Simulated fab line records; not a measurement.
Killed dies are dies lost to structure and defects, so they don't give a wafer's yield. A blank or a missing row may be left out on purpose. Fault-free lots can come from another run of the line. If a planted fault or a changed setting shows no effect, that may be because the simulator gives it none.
fab line records | flow berkeleyCmos170
record: lots: 7 | wafers: 21 | lastDay: 11
route steps=331 shown CONTACT@223
lots that met no fault: from a run of the same line without faults
startH: hours from the record's first day to the start of the lot's first wafer shown | waitH: hours elapsed since this lot's preceding step | " repeats the value in the row above | L1.1+2: a row that stands for several wafers | - no value, or no start was given | * or withheld: withheld | < > ~ a bound
route shown NAME@n: a module of which the file shows steps, and the number in the route of the first | usual: the fault-free wafers' mean and standard deviation | same: alike in all rows | chamber/n: place in a boat | sites: each site's reading | _std_site: the values' standard deviation | _edge_site: inner sites' mean taken away from outer sites' mean | radiusMm: how far each site lies from the wafer's centre | mask NAME#n: copy n | behind: the last tool/chamber to shape the wafer | hold: what put the lot on hold/how long, in hours/how the hold closed | device: which transistor (n, p or np) failed to switch | end of line: the tests these same wafers got at the end of their route | a step without rows: its recipe alone | killed: at the first sort, the dies lost to defects and structure; wafer yield is something else | map: a wafer's dies, x killed, . not, _ none there
set.NAME: the run value of the setting; set.NAME@STEP: its run value at that earlier step | model.NAME: the simulator's own value behind a step, which no gauge read
lots at some steps of the route; a table a step, a row a wafer
services: from which hour (startH, from the record's first day; less than 0 if before it) a tool's chamber was out of use, for how many hours, and why
== steps ==
step: UCB170_CONTACT_CLEAN_07
recipe: chemistry: SPM | tempC: 120 | timeS: 600
step: UCB170_CONTACT_RTA_08
recipe: tempC: 900 | timeS: 10 | ambient: N2
usual: lampPowerPct: 25.64/0.13 | wafer_temp_C_max: 903.3/0.77
same: timeS: 10
lot.wafer | tool         | chamber | startH | waitH | lampPowerPct | wafer_temp_C_max
L231.1    | rtpAnneal-02 | 0       | 142.74 | 0.0   | 25.54        | 902.5
L231.2    | "            | 0       | "      | "     | 25.52        | 902.9
L231.4    | "            | 0       | "      | "     | 25.55        | 903.3
L235.2    | rtpAnneal-02 | 0       | 169.61 | 0.1   | 25.54        | 902.5
L235.3    | "            | 0       | "      | "     | 25.54        | 903.6
L235.4    | "            | 0       | "      | "     | 25.50        | 903.3
L238.2    | rtpAnneal-01 | 0       | 187.64 | 0.0   | 25.82        | 903.4
L238.3    | "            | 0       | "      | "     | 25.82        | 904.5
L238.6    | "            | 0       | "      | "     | 25.78        | 903.3
L237.1    | rtpAnneal-02 | 0       | 188.20 | 0.0   | 25.49        | 903.0
L237.2    | "            | 0       | "      | "     | 25.57        | 904.1
L237.3    | "            | 0       | "      | "     | 25.49        | 903.3
L242.1    | rtpAnneal-02 | 0       | 206.40 | 0.0   | 25.51        | 903.1
L242.2    | "            | 0       | "      | "     | 25.50        | 902.1
L242.4    | "            | 0       | "      | "     | 25.53        | 903.3
L248.1    | rtpAnneal-01 | 0       | 231.22 | 0.0   | 25.77        | 903.9
L248.5    | "            | 0       | "      | "     | 25.84        | 904.7
L248.6    | "            | 0       | "      | "     | 25.81        | 904.3
L253.2    | rtpAnneal-01 | 0       | 250.05 | 0.0   | 25.81        | 902.8
L253.3    | "            | 0       | "      | "     | 25.79        | 903.4
L253.6    | "            | 0       | "      | "     | 25.79        | 902.9
step: UCB170_CONTACT_COAT_09
recipe: resist: BARC | tempC: withheld | timeS: withheld | spinRpm: 3000 | resistThkNm: withheld
step: UCB170_CONTACT_COAT_10
recipe: resist: KrF | spinRpm: 1500 | resistThkNm: 900
step: UCB170_CONTACT_SOFTBAKE_11
recipe: resist: KrF | tempC: 130 | timeS: 60
step: UCB170_CONTACT_EXPOSE_12
recipe: maskId: CONT | targetCdNm: 700 | na: 0.5 | sigmaOuter: 0.6 | sourceShape: conventional | doseMj: 35
step: UCB170_CONTACT_PEB_13
recipe: pebTempC: 130 | pebTimeS: withheld | resist: KrF
step: UCB170_CONTACT_DEVELOP_14
recipe: developer: TMAH | developTimeS: 45 | resist: KrF | devTempC: 21
step: UCB170_CONTACT_CD_MEAS_15
recipe: targetCdNm: 700
usual: cdNm: 699.9/1.5
lot.wafer | tool     | chamber | startH | waitH | cdNm
L231.1    | cdSem-02 | -       | 143.78 | -     | 701.1
L231.2    | "        | -       | "      | "     | 700.8
L231.4    | "        | -       | "      | "     | 700.1
L235.2    | cdSem-01 | -       | 171.14 | -     | 699.3
L235.3    | "        | -       | "      | "     | 698.9
L235.4    | "        | -       | "      | "     | 699.9
L238.2    | cdSem-02 | -       | 189.71 | -     | 699.7
L238.3    | "        | -       | "      | "     | 700.2
L238.6    | "        | -       | "      | "     | 698.7
L237.1    | cdSem-01 | -       | 190.10 | -     | 700.9
L237.2    | "        | -       | "      | "     | 702.0
L237.3    | "        | -       | "      | "     | 699.9
L242.1    | cdSem-01 | -       | 208.54 | -     | 698.8
L242.2    | "        | -       | "      | "     | 698.3
L242.4    | "        | -       | "      | "     | 699.8
L248.1    | cdSem-02 | -       | 232.48 | -     | 699.9
L248.5    | "        | -       | "      | "     | 700.6
L248.6    | "        | -       | "      | "     | 700.6
L253.2    | cdSem-01 | -       | 251.27 | -     | 699.8
L253.3    | "        | -       | "      | "     | 700.2
L253.6    | "        | -       | "      | "     | 699.4
step: UCB170_CONTACT_OVL_MEAS_16
usual: CONTACT_OVL: 2/5.4
lot.wafer | tool       | chamber | startH | waitH | CONTACT_OVL[nm]
L231.1    | overlay-02 | -       | 143.90 | 0.1   | -1
L231.2    | "          | -       | "      | "     | 4
L231.4    | "          | -       | "      | "     | 8
L235.2    | overlay-02 | -       | 171.25 | 0.1   | -2
L235.3    | "          | -       | "      | "     | 4
L235.4    | "          | -       | "      | "     | -7
L238.2    | overlay-01 | -       | 189.82 | 0.1   | -1
L238.3    | "          | -       | "      | "     | -1
L238.6    | "          | -       | "      | "     | 6
L237.1    | overlay-02 | -       | 190.22 | 0.1   | 14
L237.2    | "          | -       | "      | "     | 1
L237.3    | "          | -       | "      | "     | 9
L242.1    | overlay-02 | -       | 208.66 | 0.1   | 5
L242.2    | "          | -       | "      | "     | -2
L242.4    | "          | -       | "      | "     | 0
L248.1    | overlay-01 | -       | 232.60 | 0.1   | 6
L248.5    | "          | -       | "      | "     | 7
L248.6    | "          | -       | "      | "     | -3
L253.2    | overlay-01 | -       | 251.37 | 0.1   | 16
L253.3    | "          | -       | "      | "     | 5
L253.6    | "          | -       | "      | "     | 6
step: UCB170_CONTACT_ETCH_17
recipe: chemistry: N2/H2 | targetDepthA: withheld | overetchA: withheld | target: BARC | timeS: withheld | sourceW: 500 | biasW: 100 | pressureMtorr: 30 | n2FlowSccm: 100 | h2FlowSccm: 200
usual: drypumpMotorCurrentA: 5.9/0.43 | oesProductAu: 0.994/0.015 | throttleValvePct: 13.30/0.16
lot.wafer | tool       | chamber | startH | waitH | drypumpMotorCurrentA | oesProductAu | throttleValvePct
L231.1    | rieDiel-01 | 2       | 143.93 | 0.0   | 5.4                  | 0.993        | 13.36
L231.2    | "          | 0       | "      | "     | 6.4                  | 0.989        | 13.26
L231.4    | "          | 3       | "      | "     | 6.2                  | 1.002        | 13.10
L235.2    | rieDiel-01 | 3       | 171.28 | 0.0   | 6.3                  | 1.000        | 13.10
L235.3    | "          | 0       | "      | "     | 6.4                  | 0.995        | 13.26
L235.4    | "          | 2       | "      | "     | 5.5                  | 0.994        | 13.35
L238.2    | rieDiel-04 | 0       | 189.85 | 0.0   | 5.7                  | 0.973        | 13.58
L238.3    | "          | 2       | "      | "     | 5.3                  | 1.010        | 13.07
L238.6    | "          | 1       | "      | "     | 5.9                  | 0.989        | 13.31
L237.1    | rieDiel-01 | 0       | 190.26 | 0.0   | 6.4                  | 0.990        | 13.27
L237.2    | "          | 2       | "      | "     | 5.5                  | 0.987        | 13.34
L237.3    | "          | 1       | "      | "     | 6.0                  | 1.021        | 13.54
L242.1    | rieDiel-04 | 3       | 208.70 | 0.0   | 6.5                  | 1.002        | 13.16
L242.2    | "          | 2       | "      | "     | 5.3                  | 1.005        | 13.10
L242.4    | "          | 0       | "      | "     | 5.7                  | 0.979        | 13.57
L248.1    | rieDiel-01 | 1       | 232.64 | 0.0   | 6.0                  | 1.007        | 13.54
L248.5    | "          | 2       | "      | "     | 5.4                  | 0.983        | 13.31
L248.6    | "          | 3       | "      | "     | 6.2                  | 1.007        | 13.09
L253.2    | rieDiel-03 | 1       | 251.40 | 0.0   | 5.3                  | 0.967        | 13.21
L253.3    | "          | 2       | "      | "     | 5.3                  | 0.971        | 13.46
L253.6    | "          | 3       | "      | "     | 6.5                  | 1.009        | 13.18
step: UCB170_CONTACT_ETCH_18
recipe: chemistry: CHF3/CF4/Ar | target: PSG | stopOn: TiSi2 | CHF3_flow_sccm: 45 | cf4FlowSccm: 15 | Ar_flow_sccm: 150 | pressureMtorr: 200 | rfW: 700 | targetDepthA: 8400 | overEtchFrac: 0.2 | timeS: 195
usual: CHF3_flow_sccm: 44.98/0.14 | drypumpMotorCurrentA: 5.9/0.43 | mfcArSccm: 150.0/0.48 | oesProductAu: 0.890/0.012 | throttleValvePct: 6.91/0.11
same: timeS: 195
lot.wafer | tool       | chamber | startH | waitH | CHF3_flow_sccm | drypumpMotorCurrentA | mfcArSccm | oesProductAu | rfHoursCounterH | throttleValvePct
L231.1    | rieDiel-01 | 2       | -      | -     | 45.15          | 5.5                  | 150.1     | 0.894        | 146             | 6.96
L231.2    | "          | 0       | "      | "     | 45.07          | 6.4                  | 150.4     | 0.892        | 17              | 6.78
L231.4    | "          | 3       | "      | "     | 45.01          | 6.3                  | 150.5     | 0.896        | 2               | 6.76
L235.2    | rieDiel-01 | 3       | -      | -     | 45.16          | 6.2                  | 150.4     | 0.905        | 4               | 6.76
L235.3    | "          | 0       | "      | "     | 44.93          | 6.4                  | 150.3     | 0.901        | 19              | 6.80
L235.4    | "          | 2       | "      | "     | 44.90          | 5.5                  | 150.9     | 0.890        | -               | 6.96
L238.2    | rieDiel-04 | 0       | -      | -     | 45.06          | 5.7                  | 149.2     | 0.883        | 93              | 7.04
L238.3    | "          | 2       | "      | "     | 44.94          | 5.3                  | 149.8     | 0.891        | 1               | 6.80
L238.6    | "          | 1       | "      | "     | 45.11          | 5.9                  | 150.0     | 0.892        | -               | 6.89
L237.1    | rieDiel-01 | 0       | -      | -     | 45.02          | 6.4                  | 150.9     | 0.890        | 20              | 6.79
L237.2    | "          | 2       | "      | "     | 45.23          | 5.5                  | 149.7     | 0.889        | 149             | 6.96
L237.3    | "          | 1       | "      | "     | 44.96          | 6.0                  | 149.8     | 0.890        | 1               | 7.06
L242.1    | rieDiel-04 | 3       | -      | -     | 44.96          | 6.5                  | 149.8     | 0.914        | 32              | 6.87
L242.2    | "          | 2       | "      | "     | 44.90          | 5.3                  | 150.0     | 0.890        | 2               | 6.80
L242.4    | "          | 0       | "      | "     | 45.09          | 5.7                  | 149.6     | 0.886        | 94              | 7.07
L248.1    | rieDiel-01 | 1       | -      | -     | 44.96          | 6.0                  | 150.3     | 0.875        | 3               | 7.07
L248.5    | "          | 2       | "      | "     | 45.10          | 5.5                  | 150.6     | 0.870        | -               | 6.95
L248.6    | "          | 3       | "      | "     | 45.36          | 6.2                  | 149.6     | 0.891        | -               | 6.76
L253.2    | rieDiel-03 | 1       | -      | -     | 45.05          | 5.3                  | 149.6     | 0.879        | 9               | 6.90
L253.3    | "          | 2       | "      | "     | 44.96          | 5.3                  | 150.1     | 0.876        | 12              | 7.03
L253.6    | "          | 3       | "      | "     | 45.14          | 6.6                  | 150.1     | 0.898        | -               | 6.82
step: UCB170_CONTACT_STRIP_19
recipe: chemistry: O2 | powerW: 400 | pressureMtorr: 3500 | platenTempC: withheld | o2FlowSccm: 400 | overashFraction: 0.5
usual: chamberPressureMTorr: 3500/3.1 | drypumpMotorCurrentA: 5.8/0.61 | o2FlowSccm: 399.9/1 | oesProductAu: 0.726/0.004
lot.wafer | tool           | chamber | startH | waitH | chamberPressureMTorr | drypumpMotorCurrentA | o2FlowSccm | oesProductAu | rfHoursCounterH | model.KrF_of_CONTACT_COAT_10.thkNm
L231.1    | plasmaAsher-01 | 1       | 144.10 | -     | 3500                 | 6.8                  | 400.2      | 0.727        | 45              | 0
L231.2    | "              | 0       | "      | "     | 3503                 | 5.4                  | 401.0      | 0.717        | 45              | 0
L231.4    | "              | 0       | "      | "     | 3497                 | 5.4                  | 400.2      | 0.723        | -               | 0
L235.2    | plasmaAsher-03 | 0       | 171.44 | -     | -                    | -                    | -          | -            | -               | 684.6
L235.3    | "              | 0       | "      | "     | -                    | -                    | -          | -            | -               | 686.4
L235.4    | "              | 1       | "      | "     | -                    | -                    | -          | -            | -               | 688.8
L238.2    | plasmaAsher-03 | 0       | 190.02 | -     | -                    | -                    | -          | -            | -               | 693.5
L238.3    | "              | 0       | "      | "     | -                    | -                    | -          | -            | -               | 690.9
L238.6    | "              | 0       | "      | "     | -                    | -                    | -          | -            | -               | 687.5
L237.1    | plasmaAsher-01 | 1       | 190.42 | -     | -                    | -                    | -          | -            | -               | 693.5
L237.2    | "              | 0       | "      | "     | -                    | -                    | -          | -            | -               | 692.9
L237.3    | "              | 1       | "      | "     | -                    | -                    | -          | -            | -               | 689.1
L242.1    | plasmaAsher-01 | 1       | 208.87 | -     | 3501                 | 6.8                  | 400.4      | 0.733        | 52              | 0
L242.2    | "              | 0       | "      | "     | 3493                 | 5.4                  | 401.3      | 0.716        | 52              | 0
L242.4    | "              | 1       | "      | "     | 3499                 | 6.8                  | 400.5      | 0.726        | -               | 0
L248.1    | plasmaAsher-01 | 0       | 232.81 | -     | 3501                 | 5.4                  | 398.2      | 0.721        | 56              | 0
L248.5    | "              | 0       | "      | "     | 3500                 | 5.4                  | 401.1      | 0.722        | -               | 0
L248.6    | "              | 1       | "      | "     | 3498                 | 6.8                  | 401.9      | 0.731        | -               | 0
L253.2    | plasmaAsher-04 | 1       | 251.57 | -     | 3495                 | 6.5                  | 399.9      | 0.728        | 10              | 0
L253.3    | "              | 1       | "      | "     | 3504                 | 6.5                  | 400.7      | 0.722        | -               | 0
L253.6    | "              | 1       | "      | "     | 3502                 | 6.5                  | 399.9      | 0.728        | -               | 0
step: UCB170_CONTACT_CD_MEAS_90
recipe: targetCdNm: 700
usual: cdNm: 699.9/1.6
lot.wafer | tool     | chamber | startH | waitH | cdNm
L231.1    | cdSem-01 | -       | 144.20 | 0.1   | 700.7
L231.2    | "        | -       | "      | "     | 700.7
L231.4    | "        | -       | "      | "     | 700.3
L235.2    | cdSem-01 | -       | 171.56 | 0.1   | 699.2
L235.3    | "        | -       | "      | "     | 700.3
L235.4    | "        | -       | "      | "     | 699.6
L238.2    | cdSem-02 | -       | 190.16 | 0.1   | 699.1
L238.3    | "        | -       | "      | "     | 701.2
L238.6    | "        | -       | "      | "     | 699.2
L237.1    | cdSem-02 | -       | 190.52 | 0.1   | 702.4
L237.2    | "        | -       | "      | "     | 701.1
L237.3    | "        | -       | "      | "     | 700.3
L242.1    | cdSem-02 | -       | 208.97 | 0.1   | 697.0
L242.2    | "        | -       | "      | "     | 698.5
L242.4    | "        | -       | "      | "     | 697.4
L248.1    | cdSem-02 | -       | 232.91 | 0.1   | 701.2
L248.5    | "        | -       | "      | "     | 700.2
L248.6    | "        | -       | "      | "     | 700.8
L253.2    | cdSem-02 | -       | 251.69 | 0.1   | 699.1
L253.3    | "        | -       | "      | "     | 700.2
L253.6    | "        | -       | "      | "     | 699.8
== services ==
tool           | chamber | startH | hours | kind
rieDiel-04     | 3       | 121.91 | 8.7   | repair
rtpAnneal-01   | -       | 128.27 | 14.5  | pm
rieDiel-04     | 2       | 138.81 | -     | clean
rieDiel-04     | 2       | 138.81 | 16.3  | scheduledDown
rieDiel-04     | 2       | 138.81 | 16.3  | ventCycle
rtpAnneal-01   | -       | 142.78 | 1.5   | pm
rieDiel-01     | 1       | 151.99 | -     | clean
rieDiel-01     | 1       | 151.99 | 26.2  | scheduledDown
rieDiel-01     | 1       | 151.99 | 26.2  | ventCycle
rieDiel-04     | -       | 157.39 | 0.2   | repair
rieDiel-04     | -       | 157.63 | 11.1  | repair
rieDiel-03     | 2       | 172.94 | 6.4   | repair
rieDiel-01     | 2       | 194.44 | -     | clean
rieDiel-01     | 2       | 194.44 | 17.0  | scheduledDown
rieDiel-01     | 2       | 194.44 | 17.0  | ventCycle
plasmaAsher-04 | -       | 202.84 | 14.6  | pm
rieDiel-04     | 0       | 221.66 | 2.2   | repair
rieDiel-03     | -       | 222.48 | 1.5   | repair
plasmaAsher-04 | -       | 223.09 | 10.2  | repair
== key ==
firstSign: step: UCB170_CONTACT_STRIP_19 | reading: toolRecord | direction: missing
effect none on later readings
modelEffect: step: UCB170_CONTACT_STRIP_19 | value: KrF_of_CONTACT_COAT_10.thkNm | without: 0 | struck: 689.7
metAt UCB170_CONTACT_STRIP_19
struckWafers L235.2,L235.3,L235.4,L237.1,L237.2,L237.3,L238.2,L238.3,L238.6
laterRowsLeftOut L235.2,L235.3,L235.4,L237.1,L237.2,L237.3,L238.2,L238.3,L238.6
sortLeftOut L235.2,L235.3,L235.4,L237.1,L237.2,L237.3,L238.2,L238.3,L238.6
testerLeftOut L235,L237,L238
onsetBetween 144.10 171.44
fault: kind: skippedStepWhole | tool: plasmaAsher-01,plasmaAsher-03 | chamber: - | onsetH: 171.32 | steps: UCB170_CONTACT_STRIP_19 | scope: struckLotsOnly
testerLeftOut: of these lots the tester's yield and bins aren't shown, on N5 and GAA mostly nor the transistor test; their killed dies are dies lost to structure and defects alone, not to doping, threshold or leakage, so they don't give the yield
sortLeftOut: the simulated sort isn't trusted on such a fault, so these wafers' sort isn't shown, and their yield isn't known
laterRowsLeftOut: the simulator's readings of these wafers behind a module that went badly wrong aren't trusted and aren't shown, but for the sort
